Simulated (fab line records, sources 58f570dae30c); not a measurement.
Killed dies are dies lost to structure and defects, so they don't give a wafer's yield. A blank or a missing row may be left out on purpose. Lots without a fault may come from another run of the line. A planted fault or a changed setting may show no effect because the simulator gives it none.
Which tool did it? | flow berkeley_cmos170 | 7 lots, 21 wafers sampled, at 1 step of a route of 331

WHAT THE GAUGES READ, wafer by wafer
UCB170_SDANNEAL_RS_MEAS_02: measures by four-point-probe.
lot  | measured     | on            | PSD_RS (ohm/sq)
L856 | day 8 18:17  | film_metro-02 | 75.71 75.63 75.71
L863 | day 9 23:44  | film_metro-04 | 75.77 75.63 75.91
L860 | day 10 00:13 | film_metro-02 | 75.94 75.95 76.13
L869 | day 11 11:45 | film_metro-02 | 76.28 76.17 75.68
L873 | day 12 11:26 | film_metro-01 | 75.45 75.55 75.36
L871 | day 12 12:09 | film_metro-04 | 75.94 75.88 75.98
L874 | day 13 00:00 | film_metro-02 | 75.60 76.00 75.67

WHICH TOOL RAN EACH LOT (tool, then ch and the chambers of the sampled wafers, then the start)
The record holds no process step before these readings.

THE ANSWER, worked out from the rows above alone
Rule: what is usual is taken from the lots themselves. Put in order of their means at a reading, lots are off if they are a third of the lots or fewer, leave a main group of 4 or more, and stand apart from it by a gap of 3 or more times the standard deviation of the main group's means; of several such gaps the widest counts. A main group whose means are all the same, to the digits that the tables above print for the reading, isn't used. A lot without any number at a reading at which 4 lots or more have one is off too. The other lots that the step has rows for count as sound.
No lot is off at any reading shown: from this, nothing can be told.

WHAT THE SIMULATOR HAD PUT IN
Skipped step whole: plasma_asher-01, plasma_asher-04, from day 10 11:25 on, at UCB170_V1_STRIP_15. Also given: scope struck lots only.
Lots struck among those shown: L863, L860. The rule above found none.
